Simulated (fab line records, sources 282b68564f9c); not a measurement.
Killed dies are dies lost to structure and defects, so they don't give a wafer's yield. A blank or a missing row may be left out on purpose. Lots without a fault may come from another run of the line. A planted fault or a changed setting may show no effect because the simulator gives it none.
Which tool did it? | flow rit_cmos | 7 lots, 21 wafers sampled, at 2 steps of a route of 202

WHAT THE GAUGES READ, wafer by wafer
RIT_GATE_THK_MEAS_09.
lot  | measured    | on            | GATE_POLY_THK (nm)
L451 | day 3 01:22 | film_metro-04 | 253.7 253.3 254.8
L454 | day 3 17:23 | film_metro-04 | 250.0 250.2 251.5
L456 | day 4 00:52 | film_metro-03 | 250.3 250.2 250.1
L465 | day 6 19:22 | film_metro-04 | 250.4 250.7 251.9
L467 | day 7 01:12 | film_metro-04 | 251.1 252.8 251.5
L470 | day 7 16:14 | film_metro-03 | 248.9 249.0 248.1
L472 | day 8 02:15 | film_metro-01 | 254.3 251.4 255.6

WHICH TOOL RAN EACH LOT (tool, then ch and the chambers of the sampled wafers, then the start)
lot  | RIT_GATE_CVD_08
L451 | lpcvd-01 ch 1, day 2 23:44
L454 | lpcvd-02 ch 0, day 3 15:46
L456 | lpcvd-02 ch 1, day 3 23:14
L465 | lpcvd-02 ch 0, day 6 17:44
L467 | lpcvd-01 ch 1, day 6 23:35
L470 | lpcvd-02 ch 0, day 7 14:35
L472 | lpcvd-02 ch 0, day 8 00:38
- RIT_GATE_CVD_08: deposits poly-Si from SiH4, target thk 250 nm, time 2220 s.

THE ANSWER, worked out from the rows above alone
Rule: what is usual is taken from the lots themselves. Put in order of their means at a reading, lots are off if they are a third of the lots or fewer, leave a main group of 4 or more, and stand apart from it by a gap of 3 or more times the standard deviation of the main group's means; of several such gaps the widest counts. A main group whose means are all the same, to the digits that the tables above print for the reading, isn't used. A lot without any number at a reading at which 4 lots or more have one is off too. The other lots that the step has rows for count as sound.
No lot is off at any reading shown: from this, nothing can be told.

WHAT THE SIMULATOR HAD PUT IN
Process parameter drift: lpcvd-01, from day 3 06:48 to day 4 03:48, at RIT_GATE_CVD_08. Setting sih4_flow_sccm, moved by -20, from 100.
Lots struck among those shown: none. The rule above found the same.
